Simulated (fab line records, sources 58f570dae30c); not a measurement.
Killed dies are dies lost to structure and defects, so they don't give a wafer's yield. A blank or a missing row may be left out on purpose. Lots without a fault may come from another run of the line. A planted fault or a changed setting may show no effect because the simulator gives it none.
fab line records | flow berkeley_cmos170
record lots=15 wafers=45 last_day=12
route steps=331 shown PWELL@47 PFIELD@85 FIELD@93 NVT@112
lots that met no fault: from a run of the same line without faults
start_h: hours from the record's first day to the start of the lot's first wafer shown | wait_h: hours since the lot's step before | " the same as in the row above | L1.1+2: a row that stands for several wafers | - no value, or no start given | * or withheld: withheld | < > ~ a bound
route shown NAME@n: a module of which the file shows steps, and the number in the route of the first | usual: mean/standard deviation of fault-free wafers | same: alike in all rows | chamber/n: place in a boat | sites: the reading at each site | _std_site: their standard deviation | _edge_site: outer sites' mean less inner sites' | radius_mm: how far each site lies from the wafer's centre | mask NAME#n: copy n | behind: the tool/chamber that last shaped the wafer | hold: why the lot was held/for how many hours/how that ended | device: the transistor (n, p or np) that didn't switch | end of line: the same wafers' tests at the end of the route | a step without rows: its recipe alone | killed: dies lost to structure and defects at the first sort, not the wafer's yield | map: a wafer's dies, x killed, . not, _ none there
set.NAME: the setting as run; set.NAME@STEP: as run at that earlier step | model.NAME: the simulator's own value behind a step, which no gauge read
steps of the route over a sample of lots; a table a step, a row a wafer
services: from which hour (start_h, from the record's first day; less than 0 if before it) a tool's chamber was out of use, for how many hours, and why
## steps
# step UCB170_PWELL_OVL_MEAS_13
# usual PWELL_OVL=6/5.3
# columns lot.wafer tool chamber start_h wait_h PWELL_OVL[nm]
L943.1 overlay-02 - 59.38 - 5
L943.2 " - " " 3
L943.5 " - " " 9
L952.2 overlay-02 - 94.27 - 5
L952.3 " - " " 4
L952.6 " - " " 10
L950.3 overlay-01 - 94.48 - 3
L950.4 " - " " 1
L950.6 " - " " 2
L951.1 overlay-01 - 94.74 - 2
L951.5 " - " " -3
L951.6 " - " " 4
L953.2 overlay-02 - 109.69 - 1
L953.4 " - " " -4
L953.6 " - " " -2
L955.3 overlay-02 - 113.94 - 5
L955.5 " - " " 4
L955.6 " - " " 11
L956.1 overlay-02 - 117.43 - 0
L956.4 " - " " 8
L956.5 " - " " 8
L959.2 overlay-01 - 128.92 - -3
L959.4 " - " " -4
L959.5 " - " " 1
L957.2 overlay-01 - 129.12 - 0
L957.4 " - " " -4
L957.5 " - " " 6
L958.3 overlay-01 - 135.41 - 7
L958.5 " - " " 9
L958.6 " - " " -4
L961.1 overlay-01 - 143.45 - 5
L961.3 " - " " 6
L961.4 " - " " 9
L960.3 overlay-01 - 143.74 - -4
L960.4 " - " " 5
L960.5 " - " " -1
L962.3 overlay-02 - 145.95 - 4
L962.4 " - " " 2
L962.5 " - " " 2
L963.1 overlay-01 - 152.21 - 13
L963.2 " - " " 7
L963.6 " - " " 7
L964.1 overlay-01 - 164.39 - 13
L964.2 " - " " 2
L964.6 " - " " 3
# step UCB170_PFIELD_OVL_MEAS_06
# usual PFIELD_OVL=5/6.2
# columns lot.wafer tool chamber start_h wait_h PFIELD_OVL[nm]
L943.1 overlay-02 - 85.90 - 20
L943.2 " - " " 11
L943.5 " - " " 10
L950.3 overlay-01 - 123.03 - -1
L950.4 " - " " -7
L950.6 " - " " -2
L951.1 overlay-01 - 123.31 - 9
L951.5 " - " " 7
L951.6 " - " " 10
L952.2 overlay-02 - 123.59 - 6
L952.3 " - " " 7
L952.6 " - " " -1
L953.2 overlay-01 - 129.52 - 13
L953.4 " - " " 11
L953.6 " - " " 8
L955.3 overlay-01 - 145.67 - 6
L955.5 " - " " 8
L955.6 " - " " 4
L956.1 overlay-01 - 150.03 - 12
L956.4 " - " " 11
L956.5 " - " " 9
L959.2 overlay-02 - 156.63 - 12
L959.4 " - " " 13
L959.5 " - " " 15
L957.2 overlay-02 - 156.91 - -1
L957.4 " - " " -2
L957.5 " - " " 0
L958.3 overlay-01 - 160.05 - 1
L958.5 " - " " 7
L958.6 " - " " 8
L960.3 overlay-02 - 180.69 - 11
L960.4 " - " " 7
L960.5 " - " " 5
L961.1 overlay-02 - 180.89 - -5
L961.3 " - " " 1
L961.4 " - " " 2
L962.3 overlay-01 - 180.96 - -6
L962.4 " - " " 2
L962.5 " - " " -4
L963.1 overlay-01 - 185.43 - 9
L963.2 " - " " 6
L963.6 " - " " 10
L964.1 overlay-02 - 196.39 - 6
L964.2 " - " " 8
L964.6 " - " " 10
# step UCB170_FIELD_WET_ETCH_04
# recipe chemistry=dHF dilution=10:1 target=SiO2 temp_c=25 time_s=60
# usual bath_heat_duty_pct=6.3/0.65 run_length_s=89/3.2
# columns lot.wafer tool chamber start_h wait_h bath_heat_duty_pct run_length_s
L943.1 wet_bench-02 2 92.50 0.1 6.5 92
L943.2 " 2 " " 6.6 92
L943.5 " 2 " " 6.0 92
L950.3 wet_bench-03 2 131.28 0.0 - -
L950.4 " 2 " " - -
L950.6 " 2 " " - -
L951.1 wet_bench-03 3 131.28 0.0 - -
L951.5 " 3 " " - -
L951.6 " 3 " " - -
L952.2 wet_bench-03 1 131.28 0.0 - -
L952.3 " 1 " " - -
L952.6 " 1 " " - -
L953.2 wet_bench-04 2 138.40 0.0 6.7 88
L953.4 " 2 " " 7.6 88
L953.6 " 2 " " 7.7 88
L955.3 wet_bench-03 1 155.96 0.0 6.1 87
L955.5 " 1 " " 6.5 87
L955.6 " 1 " " 6.5 87
L956.1 wet_bench-02 3 164.60 0.0 6.2 94
L956.4 " 3 " " 5.8 94
L956.5 " 3 " " 6.6 94
L957.2 wet_bench-03 2 171.53 0.0 5.6 87
L957.4 " 2 " " 5.7 87
L957.5 " 2 " " 5.7 87
L959.2 wet_bench-03 1 171.53 0.0 7.6 87
L959.4 " 1 " " 6.9 87
L959.5 " 1 " " 6.0 87
L958.3 wet_bench-03 3 176.19 0.2 7.6 86
L958.5 " 3 " " 6.7 86
L958.6 " 3 " " 7.1 86
L960.3 wet_bench-03 1 191.68 0.1 6.4 85
L960.4 " 1 " " 6.2 85
L960.5 " 1 " " 6.5 85
L961.1 wet_bench-03 2 191.68 0.1 5.7 87
L961.3 " 2 " " 4.8 87
L961.4 " 2 " " 5.8 87
L962.3 wet_bench-03 0 191.68 0.1 5.7 87
L962.4 " 0 " " 6.7 87
L962.5 " 0 " " 6.1 87
L963.1 wet_bench-03 1 197.11 0.0 6.2 93
L963.2 " 1 " " 6.2 93
L963.6 " 1 " " 6.4 93
L964.1 wet_bench-03 3 208.48 0.1 6.5 86
L964.2 " 3 " " 6.5 86
L964.6 " 3 " " 7.2 86
# step UCB170_FIELD_THK_MEAS_90
# recipe reads=SiO2_of_FIELD_OXIDATION_01
# usual FIELD_OXIDE_LEFT_1_THK=443/10
# columns lot.wafer tool chamber start_h wait_h FIELD_OXIDE_LEFT_1_THK[nm]
L943.1 film_metro-04 - 96.08 0.0 449
L943.2 " - " " 441
L943.5 " - " " 443
L951.1 film_metro-03 - 134.83 0.0 462
L951.5 " - " " 460
L951.6 " - " " 460
L952.2 film_metro-04 - 134.84 0.0 476
L952.3 " - " " 466
L952.6 " - " " 477
L950.3 film_metro-01 - 134.85 0.0 498
L950.4 " - " " 492
L950.6 " - " " 491
L953.2 film_metro-03 - 141.96 0.0 438
L953.4 " - " " 443
L953.6 " - " " 439
L955.3 film_metro-03 - 159.85 0.0 431
L955.5 " - " " 428
L955.6 " - " " 429
L956.1 film_metro-04 - 168.47 0.0 451
L956.4 " - " " 457
L956.5 " - " " 458
L957.2 film_metro-04 - 175.16 0.0 431
L957.4 " - " " 436
L957.5 " - " " 426
L959.2 film_metro-01 - 175.16 0.0 422
L959.4 " - " " 433
L959.5 " - " " 439
L958.3 film_metro-01 - 179.93 0.0 434
L958.5 " - " " 445
L958.6 " - " " 445
L961.1 film_metro-03 - 195.40 0.0 468
L961.3 " - " " 469
L961.4 " - " " 464
L960.3 film_metro-01 - 195.42 0.0 437
L960.4 " - " " 432
L960.5 " - " " 434
L962.3 film_metro-04 - 195.42 0.0 437
L962.4 " - " " 439
L962.5 " - " " 437
L963.1 film_metro-03 - 200.98 0.0 441
L963.2 " - " " 448
L963.6 " - " " 442
L964.1 film_metro-04 - 212.08 0.0 445
L964.2 " - " " 445
L964.6 " - " " 442
# step UCB170_NVT_STRIP_08
# recipe chemistry=O2 power_w=400 pressure_mtorr=3500 platen_temp_c=withheld o2_flow_sccm=400 overash_fraction=0.5
# usual drypump_motor_current_A=5.8/0.51 oes_product_au=0.735/0.0044 strip_time_to_endpoint_s=21.45/0.063
# columns lot.wafer tool chamber start_h wait_h drypump_motor_current_A oes_product_au rf_hours_counter_h strip_time_to_endpoint_s
L943.1 plasma_asher-04 0 108.08 0.1 5.4 0.736 43 21.48
L943.2 " 1 " " 5.5 0.733 43 21.49
L943.5 " 0 " " 5.4 0.732 - 21.48
L952.2 plasma_asher-03 0 145.95 0.1 5.7 0.738 1 21.47
L952.3 " 0 " " 5.7 0.741 - 21.42
L952.6 " 1 " " 5.9 0.737 - 21.38
L950.3 plasma_asher-02 1 146.17 0.1 6.8 0.738 - 21.40
L950.4 " 0 " " 5.6 0.740 - 21.47
L950.6 " 1 " " 6.8 0.726 - 21.48
L951.1 plasma_asher-04 1 146.19 0.1 5.5 0.728 49 21.47
L951.5 " 1 " " 5.5 0.731 - 21.52
L951.6 " 0 " " 5.4 0.734 - 21.45
L953.2 plasma_asher-04 1 153.13 0.1 5.5 0.735 49 21.47
L953.4 " 1 " " 5.5 0.726 - 21.55
L953.6 " 0 " " 5.4 0.730 - 21.50
L955.3 plasma_asher-02 1 180.84 0.1 6.8 0.730 - 21.57
L955.5 " 1 " " 6.8 0.735 - 21.49
L955.6 " 0 " " 5.6 0.735 - 21.56
L956.1 plasma_asher-02 1 185.87 0.1 6.8 0.737 44 21.42
L956.4 " 1 " " 6.8 0.737 - 21.49
L956.5 " 0 " " 5.6 0.741 - 21.44
L957.2 plasma_asher-02 1 189.79 0.1 6.8 0.731 45 21.50
L957.4 " 0 " " 5.7 0.729 - 21.49
L957.5 " 1 " " 6.8 0.737 - 21.49
L959.2 plasma_asher-04 0 190.06 0.1 5.4 0.740 54 21.44
L959.4 " 0 " " 5.4 0.740 - 21.46
L959.5 " 0 " " 5.4 0.734 - 21.45
L958.3 plasma_asher-04 1 195.65 0.1 5.5 0.736 - 21.42
L958.5 " 1 " " 5.5 0.734 - 21.39
L958.6 " 0 " " 5.4 0.734 - 21.40
L962.3 plasma_asher-03 0 210.21 0.1 5.7 0.733 - 21.45
L962.4 " 1 " " 5.9 0.736 - 21.49
L962.5 " 1 " " 5.9 0.731 - 21.45
L960.3 plasma_asher-04 1 210.36 0.1 5.6 0.738 - 21.48
L960.4 " 0 " " 5.4 0.744 - 21.51
L960.5 " 1 " " 5.6 0.743 - 21.48
L961.1 plasma_asher-03 0 210.49 0.1 5.7 0.733 7 21.46
L961.3 " 1 " " 5.9 0.739 - 21.44
L961.4 " 0 " " 5.7 0.745 - 21.53
L963.1 plasma_asher-03 0 216.59 0.1 5.7 0.734 8 21.54
L963.2 " 1 " " 5.9 0.738 8 21.51
L963.6 " 0 " " 5.7 0.737 - 21.51
L964.1 plasma_asher-03 1 225.89 0.1 5.9 0.732 9 21.41
L964.2 " 0 " " 5.7 0.732 9 21.46
L964.6 " 1 " " 5.9 0.738 - 21.42
# step UCB170_FIELD_THK_MEAS_91
# recipe reads=SiO2_of_FIELD_OXIDATION_01
# usual FIELD_OXIDE_LEFT_2_THK=354/10
# columns lot.wafer tool chamber start_h wait_h FIELD_OXIDE_LEFT_2_THK[nm]
L943.1 film_metro-04 - 110.37 0.0 361
L943.2 " - " " 353
L943.5 " - " " 356
L952.2 film_metro-03 - 149.96 0.0 387
L952.3 " - " " 378
L952.6 " - " " 389
L950.3 film_metro-03 - 150.20 0.0 410
L950.4 " - " " 404
L950.6 " - " " 402
L951.1 film_metro-01 - 150.25 0.0 373
L951.5 " - " " 371
L951.6 " - " " 372
L953.2 film_metro-03 - 155.54 0.0 351
L953.4 " - " " 355
L953.6 " - " " 351
L955.3 film_metro-03 - 182.56 0.0 343
L955.5 " - " " 340
L955.6 " - " " 341
L956.1 film_metro-04 - 187.82 0.0 363
L956.4 " - " " 369
L956.5 " - " " 370
L957.2 film_metro-04 - 192.95 0.0 342
L957.4 " - " " 346
L957.5 " - " " 337
L959.2 film_metro-01 - 192.95 0.0 335
L959.4 " - " " 345
L959.5 " - " " 352
L958.3 film_metro-01 - 197.36 0.0 345
L958.5 " - " " 356
L958.6 " - " " 356
L962.3 film_metro-03 - 212.08 0.0 349
L962.4 " - " " 351
L962.5 " - " " 349
L960.3 film_metro-01 - 212.17 0.0 349
L960.4 " - " " 344
L960.5 " - " " 347
L961.1 film_metro-04 - 212.33 0.0 379
L961.3 " - " " 381
L961.4 " - " " 375
L963.1 film_metro-03 - 220.08 0.0 354
L963.2 " - " " 360
L963.6 " - " " 354
L964.1 film_metro-04 - 227.48 0.0 357
L964.2 " - " " 356
L964.6 " - " " 354
## services
# columns tool chamber start_h hours kind
plasma_asher-03 - 116.34 9.0 pm
plasma_asher-03 0 116.34 9.0 vent_cycle
plasma_asher-03 1 116.34 9.0 vent_cycle
plasma_asher-03 0 125.34 - clean
plasma_asher-03 1 125.34 - clean
plasma_asher-03 - 131.76 13.2 pm
plasma_asher-04 - 132.16 1.1 repair
wet_bench-04 - 189.31 1.9 repair
## key
first_sign step=UCB170_FIELD_WET_ETCH_04 reading=tool_record direction=missing
effect step=UCB170_FIELD_THK_MEAS_90 reading=FIELD_OXIDE_LEFT_1_THK direction=up sigmas=3.3 usual=443 struck=476
effect step=UCB170_FIELD_THK_MEAS_91 reading=FIELD_OXIDE_LEFT_2_THK direction=up sigmas=3.3 usual=354 struck=387
met_at UCB170_FIELD_WET_ETCH_04
struck_lots L950,L951,L952
later_rows_left_out L950.3,L950.4,L950.6,L951.1,L951.5,L951.6,L952.2,L952.3,L952.6
sort_left_out L950.3,L950.4,L950.6,L951.1,L951.5,L951.6,L952.2,L952.3,L952.6
tester_left_out L950,L951,L952
not_acting_at UCB170_PWELL_OVL_MEAS_13,UCB170_PFIELD_OVL_MEAS_06,UCB170_NVT_STRIP_08
fault kind=skipped_step_whole tool=wet_bench-03 chamber=- onset_h=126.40 steps=UCB170_FIELD_WET_ETCH_04 scope=struck_lots_only
# tester_left_out: of these lots the tester's yield and bins aren't shown, on N5 and GAA mostly nor the transistor test; their killed dies are dies lost to structure and defects alone, not to doping, threshold or leakage, so they don't give the yield
# sort_left_out: the simulated sort isn't trusted on such a fault, so these wafers' sort isn't shown, and their yield isn't known
# later_rows_left_out: the simulator's readings of these wafers behind a module that went badly wrong aren't trusted and aren't shown, but for the sort
